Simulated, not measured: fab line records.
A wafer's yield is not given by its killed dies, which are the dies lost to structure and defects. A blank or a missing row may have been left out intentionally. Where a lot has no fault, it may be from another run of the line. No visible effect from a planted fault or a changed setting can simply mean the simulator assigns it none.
fab line records :: flow ritCmos
[record]
  lots = 13
  wafers = 39
  lastDay = 7
route steps=202 shown PSD@151
lots with no fault: from the same line, run without faults
startH: the number of hours between the record's first day and the start of the first shown wafer of the lot :: waitH: hours elapsed since this lot's preceding step :: " identical to the entry in the row above :: L1.1+2: one row covering several wafers at once :: - no value, or no start was given :: * or withheld: withheld :: < > ~ a bound
route shown NAME@n: NAME is a module with steps in the file, n the number in the route of the first one :: usual: mean/standard deviation taken from wafers without a fault :: same: alike in all rows :: chamber/n: place in a boat :: sites: each site's reading :: _std_site: how widely they spread, as a standard deviation :: _edge_site: the outer-site mean with the inner-site mean subtracted :: radiusMm: how far each site lies from the wafer's centre :: mask NAME#n: copy n :: behind: the tool/chamber that last shaped the wafer :: hold: what put the lot on hold/how long, in hours/how the hold closed :: device: whichever transistor did not switch (one of n, p or np) :: end of line: the route-end tests of the same wafers :: step lacking rows: just its recipe :: killed: the dies lost at the first sort to structure and to defects; this is not the yield of the wafer :: map: the dies of a wafer, with x for killed, . for not killed, _ for no die there
set.NAME: the setting that was run; set.NAME@STEP: the one run at that earlier step :: model.NAME: the simulator's own value behind a step, which no gauge read
one table for each step of the route and one row for each wafer, over a sample of lots
services: from which hour (startH, from the record's first day; less than 0 if before it) a tool's chamber was out of use, for how many hours, and why
[[steps]]
[step RIT_PSD_STRIP_09]
[recipe]
  chemistry = O2
  timeS = 180
  resist = NOVOLAK
  platenTempC = withheld
  powerW = 500
  pressureMtorr = 4000
  o2FlowSccm = 4000
[usual]
  chamberPressureMTorr = 4000/3.7
  drypumpMotorCurrentA = 5.95/0.22
  runLengthS = 208.4/0.6
lot.wafer: L541.2
tool: plasmaAsher-04
chamber: 0
startH: 49.04
waitH: 0.1
chamberPressureMTorr: 4001
drypumpMotorCurrentA: 6.39
rfHoursCounterH: 27
runLengthS: 208.2

lot.wafer: L541.3
tool: plasmaAsher-04
chamber: 0
startH: 49.04
waitH: 0.1
chamberPressureMTorr: 3997
drypumpMotorCurrentA: 6.38
rfHoursCounterH: -
runLengthS: 208.9

lot.wafer: L541.4
tool: plasmaAsher-04
chamber: 1
startH: 49.04
waitH: 0.1
chamberPressureMTorr: 4005
drypumpMotorCurrentA: 5.86
rfHoursCounterH: -
runLengthS: 208.9

lot.wafer: L542.1
tool: plasmaAsher-02
chamber: 0
startH: 54.34
waitH: 0.1
chamberPressureMTorr: 4006
drypumpMotorCurrentA: 5.84
rfHoursCounterH: 41
runLengthS: 209.1

lot.wafer: L542.2
tool: plasmaAsher-02
chamber: 1
startH: 54.34
waitH: 0.1
chamberPressureMTorr: 4000
drypumpMotorCurrentA: 5.84
rfHoursCounterH: 41
runLengthS: 208.0

lot.wafer: L542.5
tool: plasmaAsher-02
chamber: 0
startH: 54.34
waitH: 0.1
chamberPressureMTorr: 4008
drypumpMotorCurrentA: 5.83
rfHoursCounterH: -
runLengthS: 209.1

lot.wafer: L543.3
tool: plasmaAsher-02
chamber: 1
startH: 61.95
waitH: 0.1
chamberPressureMTorr: 4008
drypumpMotorCurrentA: 5.83
rfHoursCounterH: -
runLengthS: 208.0

lot.wafer: L543.4
tool: plasmaAsher-02
chamber: 0
startH: 61.95
waitH: 0.1
chamberPressureMTorr: 4001
drypumpMotorCurrentA: 5.81
rfHoursCounterH: -
runLengthS: 209.0

lot.wafer: L543.6
tool: plasmaAsher-02
chamber: 0
startH: 61.95
waitH: 0.1
chamberPressureMTorr: 4003
drypumpMotorCurrentA: 5.83
rfHoursCounterH: -
runLengthS: 209.4

lot.wafer: L544.1
tool: plasmaAsher-01
chamber: 1
startH: 63.56
waitH: 0.1
chamberPressureMTorr: 4005
drypumpMotorCurrentA: 5.74
rfHoursCounterH: 42
runLengthS: 117.4

lot.wafer: L544.2
tool: plasmaAsher-01
chamber: 0
startH: 63.56
waitH: 0.1
chamberPressureMTorr: 3998
drypumpMotorCurrentA: 6.30
rfHoursCounterH: 42
runLengthS: 117.2

lot.wafer: L544.3
tool: plasmaAsher-01
chamber: 1
startH: 63.56
waitH: 0.1
chamberPressureMTorr: 3992
drypumpMotorCurrentA: 5.73
rfHoursCounterH: -
runLengthS: 117.1

lot.wafer: L546.1
tool: plasmaAsher-02
chamber: 1
startH: 78.83
waitH: 0.1
chamberPressureMTorr: 4007
drypumpMotorCurrentA: 5.84
rfHoursCounterH: 44
runLengthS: 207.9

lot.wafer: L546.2
tool: plasmaAsher-02
chamber: 0
startH: 78.83
waitH: 0.1
chamberPressureMTorr: 3995
drypumpMotorCurrentA: 5.83
rfHoursCounterH: 44
runLengthS: 208.8

lot.wafer: L546.3
tool: plasmaAsher-02
chamber: 1
startH: 78.83
waitH: 0.1
chamberPressureMTorr: 4000
drypumpMotorCurrentA: 5.83
rfHoursCounterH: -
runLengthS: 208.1

lot.wafer: L550.2
tool: plasmaAsher-04
chamber: 0
startH: 93.10
waitH: 0.1
chamberPressureMTorr: 4000
drypumpMotorCurrentA: 6.42
rfHoursCounterH: 32
runLengthS: 208.1

lot.wafer: L550.4
tool: plasmaAsher-04
chamber: 0
startH: 93.10
waitH: 0.1
chamberPressureMTorr: 4006
drypumpMotorCurrentA: 6.37
rfHoursCounterH: -
runLengthS: 208.4

lot.wafer: L550.6
tool: plasmaAsher-04
chamber: 0
startH: 93.10
waitH: 0.1
chamberPressureMTorr: 4003
drypumpMotorCurrentA: 6.38
rfHoursCounterH: -
runLengthS: 208.9

lot.wafer: L554.1
tool: plasmaAsher-02
chamber: 0
startH: 118.85
waitH: 0.1
chamberPressureMTorr: 4005
drypumpMotorCurrentA: 5.89
rfHoursCounterH: 48
runLengthS: 209.3

lot.wafer: L554.4
tool: plasmaAsher-02
chamber: 1
startH: 118.85
waitH: 0.1
chamberPressureMTorr: 3999
drypumpMotorCurrentA: 5.82
rfHoursCounterH: -
runLengthS: 208.2

lot.wafer: L554.6
tool: plasmaAsher-02
chamber: 1
startH: 118.85
waitH: 0.1
chamberPressureMTorr: 3996
drypumpMotorCurrentA: 5.83
rfHoursCounterH: -
runLengthS: 208.0

lot.wafer: L557.3
tool: plasmaAsher-01
chamber: 1
startH: 131.84
waitH: 0.1
chamberPressureMTorr: 4002
drypumpMotorCurrentA: 5.71
rfHoursCounterH: -
runLengthS: 207.4

lot.wafer: L557.4
tool: plasmaAsher-01
chamber: 0
startH: 131.84
waitH: 0.1
chamberPressureMTorr: 4001
drypumpMotorCurrentA: 6.32
rfHoursCounterH: -
runLengthS: 208.3

lot.wafer: L557.6
tool: plasmaAsher-01
chamber: 1
startH: 131.84
waitH: 0.1
chamberPressureMTorr: 4003
drypumpMotorCurrentA: 5.73
rfHoursCounterH: -
runLengthS: 207.5

lot.wafer: L558.1
tool: plasmaAsher-01
chamber: 0
startH: 137.91
waitH: 0.1
chamberPressureMTorr: 4002
drypumpMotorCurrentA: 6.32
rfHoursCounterH: 1
runLengthS: 207.9

lot.wafer: L558.3
tool: plasmaAsher-01
chamber: 1
startH: 137.91
waitH: 0.1
chamberPressureMTorr: 4002
drypumpMotorCurrentA: 5.72
rfHoursCounterH: -
runLengthS: 207.5

lot.wafer: L558.5
tool: plasmaAsher-01
chamber: 0
startH: 137.91
waitH: 0.1
chamberPressureMTorr: 4004
drypumpMotorCurrentA: 6.31
rfHoursCounterH: -
runLengthS: 207.7

lot.wafer: L560.1
tool: plasmaAsher-02
chamber: 1
startH: 146.60
waitH: 0.1
chamberPressureMTorr: 4005
drypumpMotorCurrentA: 5.84
rfHoursCounterH: 51
runLengthS: 208.0

lot.wafer: L560.2
tool: plasmaAsher-02
chamber: 0
startH: 146.60
waitH: 0.1
chamberPressureMTorr: 4000
drypumpMotorCurrentA: 5.83
rfHoursCounterH: 51
runLengthS: 209.5

lot.wafer: L560.6
tool: plasmaAsher-02
chamber: 1
startH: 146.60
waitH: 0.1
chamberPressureMTorr: 4003
drypumpMotorCurrentA: 5.82
rfHoursCounterH: -
runLengthS: 208.2

lot.wafer: L561.3
tool: plasmaAsher-01
chamber: 1
startH: 152.71
waitH: 0.1
chamberPressureMTorr: 4000
drypumpMotorCurrentA: 5.73
rfHoursCounterH: -
runLengthS: 207.9

lot.wafer: L561.4
tool: plasmaAsher-01
chamber: 0
startH: 152.71
waitH: 0.1
chamberPressureMTorr: 3998
drypumpMotorCurrentA: 6.30
rfHoursCounterH: -
runLengthS: 208.0

lot.wafer: L561.6
tool: plasmaAsher-01
chamber: 0
startH: 152.71
waitH: 0.1
chamberPressureMTorr: 3996
drypumpMotorCurrentA: 6.31
rfHoursCounterH: -
runLengthS: 208.1

lot.wafer: L562.3
tool: plasmaAsher-02
chamber: 1
startH: 156.02
waitH: 0.1
chamberPressureMTorr: 4004
drypumpMotorCurrentA: 5.81
rfHoursCounterH: -
runLengthS: 207.9

lot.wafer: L562.5
tool: plasmaAsher-02
chamber: 1
startH: 156.02
waitH: 0.1
chamberPressureMTorr: 3998
drypumpMotorCurrentA: 5.84
rfHoursCounterH: -
runLengthS: 207.8

lot.wafer: L562.6
tool: plasmaAsher-02
chamber: 0
startH: 156.02
waitH: 0.1
chamberPressureMTorr: 4001
drypumpMotorCurrentA: 5.87
rfHoursCounterH: -
runLengthS: 208.8

lot.wafer: L564.1
tool: plasmaAsher-04
chamber: 1
startH: 166.98
waitH: 0.1
chamberPressureMTorr: 4003
drypumpMotorCurrentA: 5.84
rfHoursCounterH: 40
runLengthS: 209.1

lot.wafer: L564.3
tool: plasmaAsher-04
chamber: 1
startH: 166.98
waitH: 0.1
chamberPressureMTorr: 4002
drypumpMotorCurrentA: 5.85
rfHoursCounterH: -
runLengthS: 209.2

lot.wafer: L564.4
tool: plasmaAsher-04
chamber: 0
startH: 166.98
waitH: 0.1
chamberPressureMTorr: 3998
drypumpMotorCurrentA: 6.38
rfHoursCounterH: -
runLengthS: 208.4
[[services]]
tool: plasmaAsher-01
chamber: -
startH: 46.03
hours: 5.1
kind: repair

tool: plasmaAsher-02
chamber: -
startH: 51.44
hours: 2.8
kind: pm

tool: plasmaAsher-01
chamber: -
startH: 105.73
hours: 12.0
kind: repair

tool: plasmaAsher-01
chamber: -
startH: 117.71
hours: 9.0
kind: pm

tool: plasmaAsher-01
chamber: 0
startH: 117.71
hours: 9.0
kind: ventCycle

tool: plasmaAsher-01
chamber: 1
startH: 117.71
hours: 9.0
kind: ventCycle

tool: plasmaAsher-01
chamber: 0
startH: 126.71
hours: -
kind: clean

tool: plasmaAsher-01
chamber: 1
startH: 126.71
hours: -
kind: clean
[[key]]
[firstSign]
  step = RIT_PSD_STRIP_09
  reading = runLengthS
  direction = down
  sigmas = 99+
  usual = *
  struck = *
effect none on later readings
metAt RIT_PSD_STRIP_09
struckLots L544
laterRowsLeftOut L544.1,L544.2,L544.3
sortLeftOut L544.1,L544.2,L544.3
testerLeftOut L544
[fault]
  kind = stripAborted
  tool = plasmaAsher-01
  chamber = -
  onsetH = 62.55
  steps = RIT_PSD_STRIP_09
  offset = 0.35
  endH = 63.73
// testerLeftOut: of these lots the tester's yield and bins aren't shown, on N5 and GAA mostly nor the transistor test; their killed dies are dies lost to structure and defects alone, not to doping, threshold or leakage, so they don't give the yield
// sortLeftOut: the simulated sort isn't trusted on such a fault, so these wafers' sort isn't shown, and their yield isn't known
// laterRowsLeftOut: the simulator's readings of these wafers behind a module that went badly wrong aren't trusted and aren't shown, but for the sort
